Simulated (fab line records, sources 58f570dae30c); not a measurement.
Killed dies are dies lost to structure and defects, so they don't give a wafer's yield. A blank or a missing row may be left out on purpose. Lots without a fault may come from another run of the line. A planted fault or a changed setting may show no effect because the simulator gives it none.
One fault seen from 2 desks | flow berkeley_cmos170 | each desk has only its own numbers; what lay behind them comes last

THE TOOL OWNER'S DESK: rie_diel-02
The tool's own readings at UCB170_M1_ETCH_11 (etches BARC in N2/H2): means of the sampled wafers that have a number, for each lot that ran on this tool. A lot is out of limits, marked OUT, if its mean lies more than 4 standard deviations from the usual mean; the brackets give that distance.
Columns: A = drypump_motor_current_A at UCB170_M1_ETCH_11, usual 5.8 A; B = oes_product_au at UCB170_M1_ETCH_11, usual 1.006 a.u.; C = throttle_valve_pct at UCB170_M1_ETCH_11, usual 13.36 %
lot  | first seen here | A   | B                | C
L944 | day 7 12:08     | 5.6 | 0.999            | 13.41
L951 | day 9 06:53     | 5.5 | 0.783 (-8.3) OUT | 13.42
L957 | day 10 12:44    | 5.5 | 0.793 (-7.9) OUT | 13.34
This desk's finding: out of limits on L951, L957; first on L951, day 9 06:53 (oes_product_au at UCB170_M1_ETCH_11). In limits: L944.

THE METROLOGY DESK
What the gauges read, lot by lot, whatever tool the lot ran on: means of the sampled wafers that have a number. A lot is out of limits, marked OUT, if its mean lies more than 4 standard deviations from the usual mean; the brackets give that distance.
Columns: A = M1_AL_RS at UCB170_M1_RS_MEAS_01, usual 0.0486 ohm/sq; B = M1_AL_THK at UCB170_M1_THK_MEAS_02, usual 595 nm; C = cd_nm at UCB170_M1_CD_MEAS_09, usual 699.6 nm; D = M1_OVL at UCB170_M1_OVL_MEAS_10, usual 1 nm
lot  | first seen here | A      | B   | C     | D
L941 | day 6 08:41     | 0.0495 | 583 | 700.1 | -6
L944 | day 7 10:50     | 0.0485 | 595 | 700.3 | -8
L951 | day 9 05:46     | 0.0481 | 601 | 699.6 | 7
L956 | day 10 03:10    | 0.0489 | 590 | 700.3 | 4
L957 | day 10 11:12    | 0.0487 | 596 | 699.0 | 3
L963 | day 11 13:44    | 0.0478 | 612 | 698.3 | -1
This desk's finding: nothing out of limits on any of the 6 lots.

PUT TOGETHER
The tool owner's desk could have raised an alarm at day 9 06:53, on L951, L957.
The metrology desk saw nothing out of limits.
The metrology desk has L951, L957 on record, within its limits.
Of the lots named, all ran UCB170_M1_ETCH_11 on rie_diel-02.

WHAT THE SIMULATOR HAD PUT IN
Process parameter drift: rie_diel-02, from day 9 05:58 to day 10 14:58, at UCB170_M1_ETCH_11. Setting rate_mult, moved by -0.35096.
Lots struck among those shown: L951, L957.
Hours from the fault's start to each desk's first reading out of limits: the tool owner's desk, 1.
